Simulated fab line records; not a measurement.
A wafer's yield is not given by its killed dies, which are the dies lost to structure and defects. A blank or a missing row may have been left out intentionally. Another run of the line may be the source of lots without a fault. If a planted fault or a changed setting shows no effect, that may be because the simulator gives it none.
Which tool was responsible? / flow berkeleyCmos170 / 48 wafers from 16 lots sampled at 3 of the route's 331 steps

WHAT EACH GAUGE READ, for each wafer
UCB170_NVT_OVL_MEAS_06.
lot=L786; measured=day 6 18:32; on=overlay-02; NVT_OVL (nm)=6 -2 -2
lot=L787; measured=day 6 18:47; on=overlay-01; NVT_OVL (nm)=0 1 6
lot=L789; measured=day 7 00:32; on=overlay-01; NVT_OVL (nm)=-3 5 -3
lot=L788; measured=day 7 00:42; on=overlay-02; NVT_OVL (nm)=10 8 7
lot=L793; measured=day 7 09:08; on=overlay-01; NVT_OVL (nm)=3 -3 1
lot=L792; measured=day 7 09:10; on=overlay-02; NVT_OVL (nm)=4 -4 1
lot=L794; measured=day 8 15:16; on=overlay-02; NVT_OVL (nm)=-4 -5 -10
lot=L800; measured=day 8 22:18; on=overlay-01; NVT_OVL (nm)=-3 -5 -1
lot=L796; measured=day 8 22:34; on=overlay-02; NVT_OVL (nm)=6 -4 0
lot=L797; measured=day 8 22:50; on=overlay-02; NVT_OVL (nm)=-3 10 -1
lot=L795; measured=day 8 23:07; on=overlay-01; NVT_OVL (nm)=-5 -11 -2
lot=L799; measured=day 8 23:23; on=overlay-01; NVT_OVL (nm)=-6 -4 10
lot=L805; measured=day 9 17:14; on=overlay-01; NVT_OVL (nm)=10 6 11
lot=L804; measured=day 9 17:29; on=overlay-02; NVT_OVL (nm)=0 4 12
lot=L806; measured=day 9 17:31; on=overlay-01; NVT_OVL (nm)=-1 -6 -1
lot=L801; measured=day 9 17:46; on=overlay-02; NVT_OVL (nm)=11 4 16

UCB170_GATE_THK_MEAS_05.
lot=L786; measured=day 7 08:20; on=filmMetro-03; GATE_POLY_THK (nm)=215.5 216.1 214.9
lot=L787; measured=day 7 08:17; on=filmMetro-03; GATE_POLY_THK (nm)=218.2 217.0 216.2
lot=L789; measured=day 7 17:46; on=filmMetro-03; GATE_POLY_THK (nm)=214.5 216.1 215.2
lot=L788; measured=day 7 17:49; on=filmMetro-04; GATE_POLY_THK (nm)=219.3 221.5 220.6
lot=L793; measured=day 8 03:49; on=filmMetro-03; GATE_POLY_THK (nm)=216.9 215.8 216.3
lot=L792; measured=day 8 03:49; on=filmMetro-01; GATE_POLY_THK (nm)=218.1 214.6 216.4
lot=L794; measured=day 9 07:17; on=filmMetro-01; GATE_POLY_THK (nm)=213.2 211.9 212.3
lot=L800; measured=day 9 14:40; on=filmMetro-03; GATE_POLY_THK (nm)=212.4 213.7 213.4
lot=L796; measured=day 9 14:38; on=filmMetro-01; GATE_POLY_THK (nm)=214.1 215.8 215.1
lot=L797; measured=day 9 14:42; on=filmMetro-04; GATE_POLY_THK (nm)=216.9 216.8 216.3
lot=L795; measured=day 9 14:43; on=filmMetro-03; GATE_POLY_THK (nm)=213.7 214.0 214.3
lot=L799; measured=day 9 14:41; on=filmMetro-01; GATE_POLY_THK (nm)=213.1 214.5 214.7
lot=L805; measured=day 10 09:12; on=filmMetro-03; GATE_POLY_THK (nm)=169.7 169.4 170.5
lot=L804; measured=day 10 09:11; on=filmMetro-01; GATE_POLY_THK (nm)=170.3 170.5 169.8
lot=L806; measured=day 10 09:12; on=filmMetro-04; GATE_POLY_THK (nm)=174.8 173.5 176.9
lot=L801; measured=day 10 09:16; on=filmMetro-03; GATE_POLY_THK (nm)=172.1 171.2 171.8

EACH LOT AND THE TOOL THAT RAN IT (in order: tool; ch and the chambers of the sampled wafers; start)
lot=L786; UCB170_GATE_CVD_04=lpcvd-01 ch 1, day 7 06:53
lot=L787; UCB170_GATE_CVD_04=lpcvd-01 ch 0, day 7 06:53
lot=L789; UCB170_GATE_CVD_04=lpcvd-01 ch 1, day 7 16:22
lot=L788; UCB170_GATE_CVD_04=lpcvd-01 ch 0, day 7 16:22
lot=L793; UCB170_GATE_CVD_04=lpcvd-01 ch 1, day 8 02:25
lot=L792; UCB170_GATE_CVD_04=lpcvd-01 ch 0, day 8 02:25
lot=L794; UCB170_GATE_CVD_04=lpcvd-02 ch 0, day 9 05:53
lot=L800; UCB170_GATE_CVD_04=lpcvd-01 ch 1, day 9 13:14
lot=L796; UCB170_GATE_CVD_04=lpcvd-01 ch 0, day 9 13:14
lot=L797; UCB170_GATE_CVD_04=lpcvd-01 ch 0, day 9 13:14
lot=L795; UCB170_GATE_CVD_04=lpcvd-01 ch 1, day 9 13:14
lot=L799; UCB170_GATE_CVD_04=lpcvd-01 ch 1, day 9 13:14
lot=L805; UCB170_GATE_CVD_04=lpcvd-01 ch 0, day 10 07:47
lot=L804; UCB170_GATE_CVD_04=lpcvd-01 ch 1, day 10 07:47
lot=L806; UCB170_GATE_CVD_04=lpcvd-01 ch 1, day 10 07:47
lot=L801; UCB170_GATE_CVD_04=lpcvd-01 ch 0, day 10 07:47
- UCB170_GATE_CVD_04: deposits poly-Si from SiH4, time 1440 s, target thk 214 nm.

WHAT THE TOOLS THEMSELVES READ (means of the sampled wafers that have a number; where no wafer has one, the mark that the record gives instead)
UCB170_GATE_CVD_04.
lot=L786; tool=lpcvd-01; sih4FlowSccm (sccm)=120.1; spikeTcCentreC (C)=610.4; susceptorTempC (C)=609.90
lot=L787; tool=lpcvd-01; sih4FlowSccm (sccm)=120.3; spikeTcCentreC (C)=611.0; susceptorTempC (C)=609.68
lot=L789; tool=lpcvd-01; sih4FlowSccm (sccm)=120.1; spikeTcCentreC (C)=610.9; susceptorTempC (C)=610.16
lot=L788; tool=lpcvd-01; sih4FlowSccm (sccm)=120.1; spikeTcCentreC (C)=612.3; susceptorTempC (C)=610.06
lot=L793; tool=lpcvd-01; sih4FlowSccm (sccm)=120.3; spikeTcCentreC (C)=609.7; susceptorTempC (C)=610.20
lot=L792; tool=lpcvd-01; sih4FlowSccm (sccm)=119.5; spikeTcCentreC (C)=610.2; susceptorTempC (C)=610.34
lot=L794; tool=lpcvd-02; sih4FlowSccm (sccm)=119.4; spikeTcCentreC (C)=612.2; susceptorTempC (C)=609.99
lot=L800; tool=lpcvd-01; sih4FlowSccm (sccm)=120.2; spikeTcCentreC (C)=609.4; susceptorTempC (C)=609.76
lot=L796; tool=lpcvd-01; sih4FlowSccm (sccm)=120.1; spikeTcCentreC (C)=611.9; susceptorTempC (C)=609.72
lot=L797; tool=lpcvd-01; sih4FlowSccm (sccm)=119.5; spikeTcCentreC (C)=611.9; susceptorTempC (C)=609.98
lot=L795; tool=lpcvd-01; sih4FlowSccm (sccm)=120.0; spikeTcCentreC (C)=610.9; susceptorTempC (C)=610.13
lot=L799; tool=lpcvd-01; sih4FlowSccm (sccm)=120.5; spikeTcCentreC (C)=610.4; susceptorTempC (C)=609.87
lot=L805; tool=lpcvd-01; sih4FlowSccm (sccm)=96.2; spikeTcCentreC (C)=611.7; susceptorTempC (C)=610.13
lot=L804; tool=lpcvd-01; sih4FlowSccm (sccm)=95.9; spikeTcCentreC (C)=610.3; susceptorTempC (C)=610.46
lot=L806; tool=lpcvd-01; sih4FlowSccm (sccm)=95.8; spikeTcCentreC (C)=610.7; susceptorTempC (C)=610.04
lot=L801; tool=lpcvd-01; sih4FlowSccm (sccm)=95.8; spikeTcCentreC (C)=611.0; susceptorTempC (C)=610.27

THE ANSWER, worked out from the rows above alone
Rule: what is usual is taken from the lots themselves. Put in order of their means at a reading, lots are off if they are a third of the lots or fewer, leave a main group of 4 or more, and stand apart from it by a gap of 3 or more times the standard deviation of the main group's means; of several such gaps the widest counts. A main group is skipped when, at the precision printed for the reading in the tables above, its means are all equal. A lot without any number at a reading at which 4 lots or more have one is off too. Where the step has rows for the other lots, those lots are counted as sound. First the gauges in route order, then the tools' own readings, where a lot's mean is used as printed above. The first step at which some lot is off is used, and at that step the reading that is off furthest; a lot without a number counts as furthest.
Off: L805, L804, L806, L801, seen at UCB170_GATE_THK_MEAS_05 (GATE_POLY_THK). Mean 215.5 nm and standard deviation 2 in the main group.
A tool fits if, at a process step before that reading, it ran every lot that is off, and no sound lot after the first of them. The gauges at UCB170_GATE_THK_MEAS_05 aren't tried: what is off there is off at UCB170_GATE_CVD_04 too, on other tools, and a gauge's error can't cause that. One fits: UCB170_GATE_CVD_04 on lpcvd-01. A fault onset in the window from L795 (day 9 13:14, its last sound lot) to L801 (day 10 07:47, its first lot off) fits.
The tool's own readings at UCB170_GATE_CVD_04 bear it out: on the lots that are off they differ by more than 5 times the standard deviation of the sound lots' means. sih4FlowSccm reads 95.9 sccm there against 120.0 sccm on the sound lots.

WHAT THE SIMULATOR PUT IN
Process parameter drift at UCB170_GATE_CVD_04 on lpcvd-01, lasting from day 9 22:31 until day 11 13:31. A move of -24 in setting sih4FlowSccm, from 120. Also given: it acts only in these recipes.
Lots struck among those shown: L805, L804, L806, L801. The rule above reached the same finding.
